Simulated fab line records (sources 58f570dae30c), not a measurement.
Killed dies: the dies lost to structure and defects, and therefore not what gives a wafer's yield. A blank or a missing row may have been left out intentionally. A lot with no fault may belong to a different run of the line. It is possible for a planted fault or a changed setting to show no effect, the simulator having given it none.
fab line records ; flow berkeleyCmos170
[record] lots = 7; wafers = 21; lastDay = 13
route steps=331 shown NWELL@17
lots untouched by any fault: they come from a run of this same line in which no faults occurred
startH: the number of hours between the record's first day and the start of the first shown wafer of the lot ; waitH: hours elapsed since this lot's preceding step ; " same as the row above ; L1.1+2: one row covering several wafers at once ; - value missing, or start not given ; * or withheld: withheld ; < > ~ a bound
route shown NAME@n: names a module that has steps shown in the file, with the first one's number in the route ; usual: mean/standard deviation of fault-free wafers ; same: alike in all rows ; chamber/n: place in a boat ; sites: the reading at each site ; _std_site: the values' standard deviation ; _edge_site: inner sites' mean taken away from outer sites' mean ; radiusMm: how far each site lies from the wafer's centre ; mask NAME#n: copy n ; behind: the last tool/chamber to shape the wafer ; hold: the reason the lot was held/the length of the hold in hours/how it ended ; device: which transistor (n, p or np) failed to switch ; end of line: at the end of the route, the tests of the same wafers ; where a step has no rows: the recipe by itself ; killed: count of dies lost to structure and defects at first sort (not the wafer's yield) ; map: per-die view of a wafer (x killed, . not killed, _ where there is no die)
set.NAME: the setting the step ran with; set.NAME@STEP: the setting that earlier step ran with ; model.NAME: the simulator's own value behind a step, which no gauge read
lots at some steps of the route; a table a step, a row a wafer
services: a tool's chamber out of use, with start hour (startH, from the record's first day; less than 0 if before it), hours out, and reason
[[steps]]
[step UCB170_NWELL_ANNEAL_03]
[recipe] tempC = 1000; timeS = 900; ambient = N2
[step UCB170_NWELL_CVD_04]
[recipe] material = Si3N4; targetThkNm = 224; tempC = 800; precursor = SiH2Cl2/NH3; timeS = 3360; pressureMtorr = 200; sih2cl2FlowSccm = 25; nh3FlowSccm = 75
[step UCB170_NWELL_THK_MEAS_05]
[recipe] reads = Si3N4_of_NWELL_CVD_04
[usual] NWELL_NITRIDE_THK = 223.2/2
lot.wafer;tool;chamber;startH;waitH;NWELL_NITRIDE_THK[nm]
L169.1;filmMetro-02;-;57.16;0.0;221.2
L169.4;filmMetro-02;-;57.16;0.0;221.6
L169.5;filmMetro-02;-;57.16;0.0;224.2
L173.2;filmMetro-03;-;75.85;0.0;226.2
L173.4;filmMetro-03;-;75.85;0.0;227.8
L173.6;filmMetro-03;-;75.85;0.0;225.6
L172.4;filmMetro-02;-;75.87;0.0;224.3
L172.5;filmMetro-02;-;75.87;0.0;224.7
L172.6;filmMetro-02;-;75.87;0.0;224.3
L174.1;filmMetro-02;-;83.86;0.0;220.6
L174.3;filmMetro-02;-;83.86;0.0;222.2
L174.6;filmMetro-02;-;83.86;0.0;223.4
L182.2;filmMetro-03;-;122.54;0.0;222.4
L182.3;filmMetro-03;-;122.54;0.0;221.5
L182.4;filmMetro-03;-;122.54;0.0;222.3
L183.2;filmMetro-03;-;130.08;0.0;221.6
L183.4;filmMetro-03;-;130.08;0.0;220.7
L183.5;filmMetro-03;-;130.08;0.0;220.7
L188.1;filmMetro-03;-;150.52;0.0;223.4
L188.5;filmMetro-03;-;150.52;0.0;221.4
L188.6;filmMetro-03;-;150.52;0.0;223.0
[step UCB170_NWELL_HMDS_06]
[recipe] primeTimeS = 60; primeTempC = 100
[step UCB170_NWELL_COAT_07]
[recipe] resist = KrF; spinRpm = 1500; resistThkNm = 900
[step UCB170_NWELL_SOFTBAKE_08]
[recipe] resist = KrF; tempC = 130; timeS = 60
[step UCB170_NWELL_EXPOSE_09]
[recipe] maskId = NWELL; targetCdNm = 3000; na = 0.5; sigmaOuter = 0.6; sourceShape = conventional; doseMj = 25
[step UCB170_NWELL_PEB_10]
[recipe] pebTempC = 130; pebTimeS = withheld; resist = KrF
[step UCB170_NWELL_DEVELOP_11]
[recipe] developer = TMAH; developTimeS = 45; resist = KrF; devTempC = 21
[step UCB170_NWELL_OVL_MEAS_12]
[usual] NWELL_OVL = -1/6.3
lot.wafer;tool;chamber;startH;waitH;NWELL_OVL[nm]
L169.1;overlay-02;-;58.27;-;-10
L169.4;overlay-02;-;58.27;-;-16
L169.5;overlay-02;-;58.27;-;-4
L172.4;overlay-01;-;76.97;-;-2
L172.5;overlay-01;-;76.97;-;6
L172.6;overlay-01;-;76.97;-;-4
L173.2;overlay-02;-;77.20;-;12
L173.4;overlay-02;-;77.20;-;10
L173.6;overlay-02;-;77.20;-;10
L174.1;overlay-02;-;85.07;-;1
L174.3;overlay-02;-;85.07;-;-3
L174.6;overlay-02;-;85.07;-;12
L182.2;overlay-01;-;123.44;-;1
L182.3;overlay-01;-;123.44;-;-10
L182.4;overlay-01;-;123.44;-;-10
L183.2;overlay-02;-;133.68;-;0
L183.4;overlay-02;-;133.68;-;-7
L183.5;overlay-02;-;133.68;-;8
L188.1;overlay-01;-;152.52;-;-3
L188.5;overlay-01;-;152.52;-;4
L188.6;overlay-01;-;152.52;-;5
[step UCB170_NWELL_ETCH_13]
[recipe] chemistry = CH3F/Ar/O2; target = Si3N4; stopOn = SiO2; CH3F_flow_sccm = 20; Ar_flow_sccm = 50; O2_flow_sccm = 7; pressureMtorr = 50; rfW = 450; targetDepthA = 2464; overEtchFrac = 0.1; timeS = 151.2
[usual] drypumpMotorCurrentA = 5.6/0.44; oesProductAu = 0.954/0.016; throttleValvePct = 8.01/0.096
lot.wafer;tool;chamber;startH;waitH;drypumpMotorCurrentA;oesProductAu;rfHoursCounterH;throttleValvePct
L169.1;rieDiel-02;2;58.31;0.0;4.9;0.959;170;7.90
L169.4;rieDiel-02;2;58.31;0.0;4.9;0.965;-;7.91
L169.5;rieDiel-02;0;58.31;0.0;5.7;0.937;-;8.15
L172.4;rieDiel-04;2;76.98;0.0;6.5;0.963;4;7.95
L172.5;rieDiel-04;1;76.98;0.0;6.1;0.964;-;8.11
L172.6;rieDiel-04;0;76.98;0.0;6.1;0.956;-;7.95
L173.2;rieDiel-03;2;77.23;0.0;5.5;0.979;97;7.99
L173.4;rieDiel-03;1;77.23;0.0;5.6;0.937;28;8.03
L173.6;rieDiel-03;0;77.23;0.0;5.6;0.976;-;7.95
L174.1;rieDiel-03;2;85.10;0.0;5.5;0.967;98;8.00
L174.3;rieDiel-03;3;85.10;0.0;5.1;0.936;149;7.95
L174.6;rieDiel-03;3;85.10;0.0;5.1;0.945;-;7.96
L182.2;rieDiel-04;3;123.47;0.0;5.0;0.949;152;8.05
L182.3;rieDiel-04;0;123.47;0.0;6.1;0.951;24;7.96
L182.4;rieDiel-04;2;123.47;0.0;6.5;0.968;6;7.97
L183.2;rieDiel-04;1;133.71;0.0;6.0;0.956;153;8.10
L183.4;rieDiel-04;0;133.71;0.0;6.1;0.956;25;7.96
L183.5;rieDiel-04;0;133.71;0.0;6.1;0.952;-;7.96
L188.1;rieDiel-04;0;152.55;0.0;6.1;0.958;26;7.96
L188.5;rieDiel-04;0;152.55;0.0;6.1;0.963;-;7.94
L188.6;rieDiel-04;1;152.55;0.0;6.0;0.938;-;8.09
[step UCB170_NWELL_IMPLANT_14]
[recipe] species = P; doseCm2 = 1e+13; energyKev = 150; tiltDeg = 7
[step UCB170_NWELL_STRIP_15]
[recipe] chemistry = O2; powerW = 400; pressureMtorr = 3500; platenTempC = withheld; o2FlowSccm = 400; overashFraction = 0.5
[usual] chamberPressureMTorr = 3500/3.3; drypumpMotorCurrentA = 5.8/0.56; oesProductAu = 0.721/0.0046; stripTimeToEndpointS = 18.06/0.069
lot.wafer;tool;chamber;startH;waitH;chamberPressureMTorr;drypumpMotorCurrentA;oesProductAu;rfHoursCounterH;stripTimeToEndpointS;model.KrF_of_NWELL_COAT_07.thkNm
L169.1;plasmaAsher-01;1;58.56;0.1;3497;6.5;0.721;26;18.05;0
L169.4;plasmaAsher-01;0;58.56;0.1;3501;6.3;0.717;-;18.05;0
L169.5;plasmaAsher-01;1;58.56;0.1;3496;6.4;0.719;-;18.10;0
L172.4;plasmaAsher-02;0;77.27;0.1;-;-;-;-;-;720.3
L172.5;plasmaAsher-02;0;77.27;0.1;-;-;-;-;-;720.3
L172.6;plasmaAsher-02;1;77.27;0.1;-;-;-;-;-;716.7
L173.2;plasmaAsher-01;0;77.48;0.1;-;-;-;-;-;720.8
L173.4;plasmaAsher-01;1;77.48;0.1;-;-;-;-;-;723.3
L173.6;plasmaAsher-01;1;77.48;0.1;-;-;-;-;-;720.5
L174.1;plasmaAsher-02;0;85.36;0.1;-;-;-;-;-;720.9
L174.3;plasmaAsher-02;0;85.36;0.1;-;-;-;-;-;723.2
L174.6;plasmaAsher-02;1;85.36;0.1;-;-;-;-;-;720.7
L182.2;plasmaAsher-02;1;123.72;0.1;3498;5.4;0.722;33;18.07;0
L182.3;plasmaAsher-02;0;123.72;0.1;3501;5.2;0.723;-;18.05;0
L182.4;plasmaAsher-02;1;123.72;0.1;3502;5.4;0.721;-;17.96;0
L183.2;plasmaAsher-01;1;133.96;0.1;3500;6.5;0.721;34;18.15;0
L183.4;plasmaAsher-01;1;133.96;0.1;3500;6.5;0.720;-;18.11;0
L183.5;plasmaAsher-01;0;133.96;0.1;3499;6.3;0.720;-;18.10;0
L188.1;plasmaAsher-02;1;152.81;0.1;3500;5.4;0.725;37;18.00;0
L188.5;plasmaAsher-02;1;152.81;0.1;3496;5.4;0.719;-;17.98;0
L188.6;plasmaAsher-02;0;152.81;0.1;3498;5.2;0.714;-;18.03;0
[step UCB170_NWELL_TW_MEAS_16]
[usual] NWELL_TW = 1245/10
lot.wafer;tool;chamber;startH;waitH;NWELL_TW
L169.1;filmMetro-01;-;58.66;0.1;1238
L169.4;filmMetro-01;-;58.66;0.1;1246
L169.5;filmMetro-01;-;58.66;0.1;1240
L172.4;filmMetro-02;-;77.37;0.1;1237
L172.5;filmMetro-02;-;77.37;0.1;1248
L172.6;filmMetro-02;-;77.37;0.1;1247
L173.2;filmMetro-02;-;77.59;0.1;1235
L173.4;filmMetro-02;-;77.59;0.1;1246
L173.6;filmMetro-02;-;77.59;0.1;1243
L174.1;filmMetro-03;-;85.46;0.1;1258
L174.3;filmMetro-03;-;85.46;0.1;1256
L174.6;filmMetro-03;-;85.46;0.1;1254
L182.2;filmMetro-02;-;123.83;0.1;1242
L182.3;filmMetro-02;-;123.83;0.1;1237
L182.4;filmMetro-02;-;123.83;0.1;1237
L183.2;filmMetro-02;-;134.07;0.1;1243
L183.4;filmMetro-02;-;134.07;0.1;1249
L183.5;filmMetro-02;-;134.07;0.1;1245
L188.1;filmMetro-01;-;152.91;0.1;1237
L188.5;filmMetro-01;-;152.91;0.1;1231
L188.6;filmMetro-01;-;152.91;0.1;1235
[[services]]
tool;chamber;startH;hours;kind
rieDiel-02;1;48.26;14.2;repair
plasmaAsher-01;-;61.79;15.0;repair
rieDiel-02;2;75.57;1.6;repair
rieDiel-02;2;77.17;-;clean
rieDiel-02;2;77.17;30.9;scheduledDown
rieDiel-02;2;77.17;30.9;ventCycle
rieDiel-04;2;80.72;1.9;repair
rieDiel-04;0;83.26;13.9;repair
plasmaAsher-02;-;104.41;4.1;repair
plasmaAsher-02;-;109.82;13.8;repair
rieDiel-04;1;111.60;8.5;repair
rieDiel-04;1;135.68;-;clean
rieDiel-04;1;135.68;13.8;scheduledDown
rieDiel-04;1;135.68;13.8;ventCycle
rieDiel-02;3;136.24;-;clean
rieDiel-02;3;136.24;13.6;scheduledDown
rieDiel-02;3;136.24;13.6;ventCycle
rieDiel-04;3;149.47;-;clean
rieDiel-04;3;149.47;16.0;scheduledDown
rieDiel-04;3;149.47;16.0;ventCycle
rieDiel-02;-;151.49;2.8;pm
[[key]]
[firstSign] step = UCB170_NWELL_STRIP_15; reading = toolRecord; direction = missing
effect none on later readings
[modelEffect] step = UCB170_NWELL_STRIP_15; value = KrF_of_NWELL_COAT_07.thkNm; without = 0; struck = 720.7
metAt UCB170_NWELL_STRIP_15
struckWafers L172.4,L172.5,L172.6,L173.2,L173.4,L173.6,L174.1,L174.3,L174.6
laterRowsLeftOut L172.4,L172.5,L172.6,L173.2,L173.4,L173.6,L174.1,L174.3,L174.6
sortLeftOut L172.4,L172.5,L172.6,L173.2,L173.4,L173.6,L174.1,L174.3,L174.6
testerLeftOut L172,L173,L174
onsetBetween 58.56 77.27
[fault] kind = skippedStepWhole; tool = plasmaAsher-01,plasmaAsher-02; chamber = -; onsetH = 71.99; steps = UCB170_NWELL_STRIP_15; scope = struckLotsOnly
// testerLeftOut: of these lots the tester's yield and bins aren't shown, on N5 and GAA mostly nor the transistor test; their killed dies are dies lost to structure and defects alone, not to doping, threshold or leakage, so they don't give the yield
// sortLeftOut: the simulated sort isn't trusted on such a fault, so these wafers' sort isn't shown, and their yield isn't known
// laterRowsLeftOut: the simulator's readings of these wafers behind a module that went badly wrong aren't trusted and aren't shown, but for the sort
